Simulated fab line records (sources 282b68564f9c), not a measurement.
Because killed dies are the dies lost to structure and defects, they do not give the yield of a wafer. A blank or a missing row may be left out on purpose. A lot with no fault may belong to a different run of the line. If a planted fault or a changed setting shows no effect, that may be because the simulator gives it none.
Which tool is to blame?    flow rit cmos    Sampling: 14 lots, 42 wafers, 3 of 202 route steps

WHAT THE GAUGES READ, wafer by wafer
RIT_SDANNEAL_RS_MEAS_04: the measuring method here is four-point-probe.
lot   measured     on             PSD_RS (ohm/sq)
L886  day 3 01:28  film metro-03  115.4 115.5 115.5
L887  day 3 07:16  film metro-04  116.1 115.8 115.5
L888  day 3 11:03  film metro-04  116.7 116.2 116.0
L890  day 3 20:43  film metro-04  116.5 116.1 116.3
L891  day 4 02:57  film metro-02  116.4 116.3 116.1
L892  day 4 08:35  film metro-04  116.0 115.8 116.2
L893  day 4 12:03  film metro-02  115.8 115.9 115.8
L894  day 4 16:59  film metro-03  115.7 115.9 115.4
L897  day 5 08:14  film metro-04  116.3 116.1 116.0
L898  day 5 13:10  film metro-03  115.3 115.8 115.8
L901  day 6 04:01  film metro-02  115.2 115.8 115.6
L902  day 6 10:00  film metro-03  127.2 127.6 127.4
L904  day 6 20:00  film metro-03  128.0 127.5 127.8
L909  day 8 01:23  film metro-03  115.4 116.1 116.0

RIT_SDANNEAL_RS_MEAS_06: the measuring method here is four-point-probe.
lot   measured     on             PLDD_RS (ohm/sq)
L886  day 3 01:42  film metro-03  178.8 179.0 179.5
L887  day 3 07:31  film metro-04  179.4 179.7 178.9
L888  day 3 11:17  film metro-04  179.6 180.2 179.5
L890  day 3 20:58  film metro-04  179.5 179.8 179.9
L891  day 4 03:11  film metro-02  179.8 180.1 179.9
L892  day 4 08:49  film metro-04  180.2 179.8 180.0
L893  day 4 12:17  film metro-02  179.1 178.9 178.6
L894  day 4 17:14  film metro-03  178.9 179.7 178.9
L897  day 5 08:28  film metro-04  180.0 179.5 179.4
L898  day 5 13:24  film metro-03  179.4 179.5 179.4
L901  day 6 04:16  film metro-02  178.6 179.3 179.3
L902  day 6 10:14  film metro-03  192.1 191.3 191.9
L904  day 6 20:14  film metro-03  192.7 191.8 192.6
L909  day 8 01:38  film metro-03  179.2 179.5 179.1

EACH LOT AND THE TOOL THAT RAN IT (in order: tool; ch and the chambers of the sampled wafers; start)
lot   RIT_SDANNEAL_RTA_03
L886  rtp anneal-02 ch 0, day 3 01:23
L887  rtp anneal-01 ch 0, day 3 07:11
L888  rtp anneal-02 ch 0, day 3 10:59
L890  rtp anneal-02 ch 0, day 3 20:38
L891  rtp anneal-01 ch 0, day 4 02:53
L892  rtp anneal-02 ch 0, day 4 08:31
L893  rtp anneal-01 ch 0, day 4 11:59
L894  rtp anneal-02 ch 0, day 4 16:55
L897  rtp anneal-01 ch 0, day 5 08:10
L898  rtp anneal-02 ch 0, day 5 13:05
L901  rtp anneal-01 ch 0, day 6 03:56
L902  rtp anneal-02 ch 0, day 6 09:56
L904  rtp anneal-02 ch 0, day 6 19:55
L909  rtp anneal-01 ch 0, day 8 01:19
- RIT_SDANNEAL_RTA_03: time 5 s.

WHAT THE TOOLS THEMSELVES READ (means of the sampled wafers that have a number; where no wafer has one, the mark that the record gives instead)
RIT_SDANNEAL_RTA_03.
lot   tool           ramp up c per s  wafer_temp_C_max
L886  rtp anneal-02  341.98           1052.9
L887  rtp anneal-01  341.97           1053.7
L888  rtp anneal-02  341.96           1053.1
L890  rtp anneal-02  341.99           1053.4
L891  rtp anneal-01  341.96           1054.2
L892  rtp anneal-02  342.04           1054.0
L893  rtp anneal-01  342.03           1053.5
L894  rtp anneal-02  342.00           1054.3
L897  rtp anneal-01  342.07           1051.9
L898  rtp anneal-02  342.06           1053.9
L901  rtp anneal-01  342.06           1052.2
L902  rtp anneal-02  342.01           1052.9
L904  rtp anneal-02  342.05           1053.0
L909  rtp anneal-01  342.01           1053.2

THE ANSWER, worked out from the rows above alone
Rule: usual is defined by the lots themselves. Put in order of their means at a reading, lots are off if they are a third of the lots or fewer, leave a main group of 4 or more, and stand apart from it by a gap of 3 or more times the standard deviation of the main group's means; of several such gaps the widest counts. If all means in a main group match to the digits the tables above print for the reading, that group is not used. A lot without any number at a reading at which 4 lots or more have one is off too. Any other lot the step has rows for is counted as sound. Order of review: gauges by route order, followed by the tools' own readings, for which a lot's mean as printed above is used. The first step at which some lot is off is used, and at that step the reading that is off furthest; a lot without a number counts as furthest.
Off: L902, L904, seen at RIT_SDANNEAL_RS_MEAS_04 (PSD_RS). Mean 115.9 ohm/sq and standard deviation 0.29 in the main group.
A tool fits if, at a process step before that reading, it ran every lot that is off, and no sound lot after the first of them. Gauges at RIT_SDANNEAL_RS_MEAS_04: tried the same way as those tools. One fits: rtp anneal-02 at RIT_SDANNEAL_RTA_03. Its last sound lot is L898 (day 5 13:05), its first lot that is off L902 (day 6 09:56): a fault that began between those two fits.

WHAT WAS PUT IN BY THE SIMULATOR
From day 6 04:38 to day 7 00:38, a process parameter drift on rtp anneal-02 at RIT_SDANNEAL_RTA_03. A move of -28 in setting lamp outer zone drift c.
Lots struck among those shown: L902, L904. The rule given above showed the same thing.
